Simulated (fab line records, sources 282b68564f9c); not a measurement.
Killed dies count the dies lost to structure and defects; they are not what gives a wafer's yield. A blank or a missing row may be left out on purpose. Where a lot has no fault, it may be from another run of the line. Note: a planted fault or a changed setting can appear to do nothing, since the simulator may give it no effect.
Comparing a struck lot with a sound one ; flow rit_cmos ; 30 steps out of a route of 202
Sound: the wafers L822.2, L822.3, L822.5. Struck: wafers L820.2, L820.5 (left out: L820.6, a lot-mate that was not struck); the cause follows at the end.
Each step with rows lists, per side, the tool, then ch with its chambers, then its first start. Under that, the readings that differ: sound wafers ; struck wafers ; difference of the means ; sigmas: that difference in standard deviations of wafers without a fault.
alike: readings whose means differ by less than 2 such deviations, and words and numbers that are the same on both sides. not compared: withheld readings, readings that some wafer has no value for, bounds like >300 that may hide the same value, and numbers for which the record gives no deviation and whose values overlap.
The two part at a step that has a row with sigmas, a row that says differs or no value, or rows on one side only. Non-overlapping numbers with no deviation appear without sigmas and do not part them. A reading that every wafer of one side lacks parts them only if that side has two wafers or more.

first, 6 steps without rows for these wafers: RIT_SDANNEAL_RTA_03 (time 5 s); RIT_SILICIDE_WET_ETCH_00 (etches SiO2 in BOE, target depth 14 nm, time 15 s); RIT_SILICIDE_SPUTTER_01 (material Ti, target thk 30 nm, time 240 s); RIT_SILICIDE_RTA_04 (time 10 s, ramp up 5 s, ramp down 5 s); RIT_SILICIDE_WET_ETCH_05 (etches Ti in SPM, time 120 s); RIT_SILICIDE_RTA_06 (time 10 s, ramp up 5 s, ramp down 10 s).
RIT_CONTACT_CVD_00: deposits SiO2 from TEOS, target thk 400 nm, time 61 s.
  sound on pecvd-04 ch 0,1,2, day 7 12:19; struck on pecvd-01 ch 2, day 6 19:41
reading;sound;struck;difference;sigmas
heater_power_w (W);291 263 366;421 437;+122;+2
model.SiO2_of_CONTACT_CVD_00.thk_nm (nm);395.6 394.2 401.1;317.6 321.6;-77.4;
RIT_CONTACT_THK_MEAS_01:
  sound: film_metro-03 at day 7 12:23; struck: film_metro-03 at day 6 19:44
reading;sound;struck;difference;sigmas
CONTACT_TEOS_THK (nm);396 394 401;318 321;-78;-15
then, 7 steps without rows for these wafers: RIT_CONTACT_HMDS_02 (prime time 60 s); RIT_CONTACT_COAT_03 (resist thk 1000 nm); RIT_CONTACT_SOFTBAKE_04 (time 60 s); RIT_CONTACT_EXPOSE_05 (exposes mask M11, target cd 1000 nm); RIT_CONTACT_PEB_06; RIT_CONTACT_DEVELOP_07 (develop time 120 s); RIT_CONTACT_HARDBAKE_10 (time 60 s).
RIT_CONTACT_ETCH_11: etches SiO2 in CHF3/CF4/Ar, stops on TiSi2, target depth 480 nm, time 320 s.
  sound on rie_diel-03 ch 0,1,3, day 7 14:01; struck on rie_diel-01 ch 0,3, day 6 21:14
reading;sound;struck;difference;sigmas
drypump_motor_current_A (A);6.3 5.5 6.5;4.7 4.8;-1.3;-2
model.CONTACT.feature_depth_nm (nm);395.6 394.2 401.1;317.6 321.6;-77.4;
model.etch.depth_nm (nm);395.6 394.2 401.1;317.6 321.6;-77.4;
  alike: CHF3_flow_sccm, chamber_pressure_mTorr, mfc_ar_sccm, oes_product_au, throttle_valve_pct
  not compared: rf_hours_counter_h
then, 11 steps without rows for these wafers: RIT_CONTACT_STRIP_12 (strips in O2, time 180 s); RIT_CONTACT_CLEAN_13 (cleans in SC1, time 600 s); RIT_CONTACT_CLEAN_14 (cleans in SC2, time 600 s); RIT_M1_SPUTTER_00 (material Al, target thk 400 nm, time 500 s); RIT_M1_HMDS_03 (prime time 60 s); RIT_M1_COAT_04 (resist thk 1300 nm); RIT_M1_SOFTBAKE_05 (time 60 s); RIT_M1_EXPOSE_06 (exposes mask M12, target cd 2600 nm); RIT_M1_PEB_07; RIT_M1_DEVELOP_08 (develop time 68 s); RIT_M1_HARDBAKE_11 (time 120 s).
RIT_M1_METAL_ETCH_12: etches Al in Cl2/BCl3, stops on SiO2, time 165 s, target depth 600 nm.
  sound on rie_metal-01 ch 0, day 7 16:50; struck on rie_metal-03 ch 0, day 6 23:52
reading;sound;struck;difference;sigmas
model.SiO2_of_CONTACT_CVD_00.thk_nm (nm);358 356.6 363.5;280.7 284.8;-76.6;
  alike: chamber_pressure_mTorr, drypump_motor_current_A, oes_product_au, throttle_valve_pct
  not compared: rf_hours_counter_h
then, 2 steps without rows for these wafers: RIT_M1_STRIP_13 (strips in nmp, time 600 s); RIT_M1_PROBE_99.

WHERE THEY PART
At RIT_CONTACT_CVD_00 first; at RIT_CONTACT_ETCH_11 last (within this record only). Later steps at which nothing parts them and some readings are alike: RIT_M1_METAL_ETCH_12.

WHY: the cause the simulator had injected
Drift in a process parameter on pecvd-01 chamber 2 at RIT_CONTACT_CVD_00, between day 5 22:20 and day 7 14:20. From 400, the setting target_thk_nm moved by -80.
